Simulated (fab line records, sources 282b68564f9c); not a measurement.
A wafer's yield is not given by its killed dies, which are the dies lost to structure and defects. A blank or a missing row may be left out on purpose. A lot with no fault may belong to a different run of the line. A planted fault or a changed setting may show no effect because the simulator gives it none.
A lot that was struck, set against a sound lot ; flow rit_cmos ; 15 out of 202 route steps
Sound: the wafers L953.1, L953.2, L953.6. Wafers L960.2, L960.4, L960.5 were the ones struck. At the end, the cause is stated.
Each step with rows lists, per side, the tool, then ch with its chambers, then its first start. Under that, the readings that differ: sound wafers ; struck wafers ; difference of the means ; sigmas: that difference in standard deviations of wafers without a fault.
alike: same words and numbers on both sides, and readings whose means sit less than 2 such deviations apart. not compared: any withheld reading, any reading some wafer has no value for, any bound like >300 that may hide the same value, and any number with overlapping values for which the record gives no deviation.
The two part at a step that has a row with sigmas, a row that says differs or no value, or rows on one side only. When numbers do not overlap yet have no deviation, they are printed without sigmas and do not part them. A reading that every wafer of one side lacks parts them only if that side has two wafers or more.

first, 1 step without rows for these wafers: RIT_ACTIVE_OXIDATION_01 (target thk 46.8 nm, ox time 3360 s).
RIT_ACTIVE_THK_MEAS_02:
  sound on film_metro-04, day 2 13:34; struck on film_metro-04, day 4 03:47
reading;sound;struck;difference;sigmas
ACTIVE_OXIDE_THK (nm);47.5 47.4 47.3;45.1 46.4 44.8;-2.0;-2
then, 1 step without rows for these wafers: RIT_ACTIVE_CVD_03 (deposits Si3N4 from SiH2Cl2/NH3, target thk 150 nm, time 1500 s).
RIT_ACTIVE_THK_MEAS_04:
  sound on film_metro-01, day 2 15:02; struck on film_metro-01, day 4 05:16
reading;sound;struck;difference;sigmas
ACTIVE_NITRIDE_THK (nm);146.8 147.2 147.3;149.5 150.7 150.4;+3.1;+2
then, 6 steps without rows for these wafers: RIT_ACTIVE_HMDS_05 (prime time 60 s); RIT_ACTIVE_COAT_06 (resist thk 1000 nm); RIT_ACTIVE_SOFTBAKE_07 (time 60 s); RIT_ACTIVE_EXPOSE_08 (exposes mask M1, target cd 1400 nm); RIT_ACTIVE_PEB_09; RIT_ACTIVE_DEVELOP_10 (develop time 50 s).
RIT_ACTIVE_CD_MEAS_11: target cd 1400 nm.
  sound on cd_sem-02, day 2 15:57; struck on cd_sem-02, day 4 06:11
  alike: cd_nm
then, 1 step without rows for these wafers: RIT_ACTIVE_HARDBAKE_12 (time 60 s).
RIT_ACTIVE_ETCH_13: etches Si3N4 in SF6, stops on SiO2, time 205.4 s, target depth 210 nm.
  sound on rie_diel-03 ch 1,3, day 2 16:13; struck on rie_diel-03 ch 1,2,3, day 4 06:26
reading;sound;struck;difference;sigmas
over_etch_frac;0.4 0.4 0.4;0.37167 0.37167 0.37167;-0.02833;
  alike: drypump_motor_current_A, oes_product_au, throttle_valve_pct
  not compared: rf_hours_counter_h
RIT_ACTIVE_STRIP_14: strips in O2, time 180 s.
  sound on plasma_asher-04 ch 0,1, day 2 16:21; struck on plasma_asher-04 ch 0, day 4 06:34
  alike: drypump_motor_current_A
  not compared: rf_hours_counter_h
-- the record jumps here: 2 days lie between the struck wafers' starts before and after (it left off in module ACTIVE and takes up again in module M1, whose first step shown is number 202 of the route) --
RIT_M1_PROBE_99:
  sound on prober-02, day 4 14:16; struck on prober-02, day 6 18:06
  alike: killed_at_front_end, killed_dies, killed_open, killed_short

== WHERE THEY PART ==
At RIT_ACTIVE_THK_MEAS_02 first; at RIT_ACTIVE_THK_MEAS_04 last (within this record only). Later steps at which nothing parts them and some readings are alike: RIT_ACTIVE_CD_MEAS_11, RIT_ACTIVE_ETCH_13, RIT_ACTIVE_STRIP_14, RIT_M1_PROBE_99.

WHY: whatever the simulator had introduced
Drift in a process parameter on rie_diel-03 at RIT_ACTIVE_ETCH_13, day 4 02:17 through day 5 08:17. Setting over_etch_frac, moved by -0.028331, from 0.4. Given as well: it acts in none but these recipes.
